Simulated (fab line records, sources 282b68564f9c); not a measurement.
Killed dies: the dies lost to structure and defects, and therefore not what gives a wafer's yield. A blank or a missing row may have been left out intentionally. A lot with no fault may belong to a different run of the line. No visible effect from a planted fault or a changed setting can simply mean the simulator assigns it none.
8D (eight disciplines) problem report, filled in by code / flow rit_cmos / the parts of the form that need people (team, actions taken, sign-off) are left out

1. WHAT IS WRONG
Mean NLDD_TW at RIT_NLDD_TW_MEAS_10: 1925 over 6 wafers in 2 lots; fault-free wafers: 2488, standard deviation 11. That puts it -51 standard deviations away from the usual mean.
Seen first at day 4 11:15 on film_metro-04, wafer L614.2. The record holds 42 wafers of 14 lots with a number at this step. Rule for "out", or "out of limits": more than 4 standard deviations from the usual mean. All remaining wafers that have a number are taken as sound.

2. WHAT IT IS AND WHAT IT IS NOT
question=which readings at this step | is=NLDD_TW | is not=-
question=which lots | is=L614, L619 | is not=L606, L607, L608, L609, L610, L611, L612, L613, L618, L624, L628, L629
question=which wafers of those lots | is=all that have a number | is not=-
question=read on which gauges | is=film_metro-02, film_metro-04 | is not=film_metro-03
question=when | is=from day 4 11:15 | is not=up to then (24 sound wafers); but 12 sound wafers of L618, L624, L628, L629 came after

3. WHAT RULES OUT EACH SUSPECT
Counting: a tool at any process step up to the reading remains a suspect when it ran all the lots that are out and ran no sound lot after the first of those.
- the gauge at RIT_NLDD_TW_MEAS_10 has been ruled out. 2 gauges (film_metro-02, film_metro-04) read the wafers that are out.
- implanter-04 at RIT_NLDD_IMPLANT_08: kept. All lots that are out passed through it, beginning with L614 at day 4 10:56, and no sound lot followed; its final sound lot before that point was L613 at day 4 04:56. Its own dose_ions_cm2, faraday_current_uA readings are out on those wafers.
Remaining after the count: implanter-04 at RIT_NLDD_IMPLANT_08.

4. THE CAUSE (what the simulator had put in)
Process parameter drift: implanter-04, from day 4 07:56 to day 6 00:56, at RIT_NLDD_IMPLANT_08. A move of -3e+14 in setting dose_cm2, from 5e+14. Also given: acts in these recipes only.
After counting, this tool was the only one left.

5. THE CHAIN OF EFFECTS, in route order
Rows list readings where the struck wafers' mean (over those with a number) sits beyond 3 standard deviations from the usual. Only readings whose record carries a usual standard deviation are examined. hours: median over the lots of the time between each lot's start at the first step of this table that gives one and its start at this step. sigmas: the change, counted in usual standard deviations.
hours=0; step=RIT_NLDD_IMPLANT_08; reading=dose_ions_cm2; usual=4.999e+14; on struck wafers=1.998e+14; change=-3.000e+14; sigmas=-99 or more
hours=0; step=RIT_NLDD_IMPLANT_08; reading=faraday_current_uA; usual=1576; on struck wafers=627; change=-949; sigmas=-31
hours=0; step=RIT_NLDD_TW_MEAS_10; reading=NLDD_TW; usual=2488; on struck wafers=1925; change=-563; sigmas=-51
hours=9; step=RIT_SDANNEAL_RS_MEAS_07; reading=NLDD_RS; usual=151.7 ohm/sq; on struck wafers=304.1; change=+152.4; sigmas=+99 or more
Here are the process steps it includes:
- RIT_NLDD_IMPLANT_08

6. WHAT WOULD HAVE CAUGHT IT SOONER
The first out-of-limits reading at a measuring or inspecting step in this record came at day 4 11:15, 3 hours after the fault's start at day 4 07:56.
The tool's own readings at RIT_NLDD_IMPLANT_08 were out on every struck wafer that the step has a row for (dose_ions_cm2, faraday_current_uA): an alarm limit on them would have fired on the first of those.
Of the lots that are out (2), L619 began RIT_NLDD_IMPLANT_08 on implanter-04 after day 4 11:15. Had the tool been put on hold then, it would have been spared.
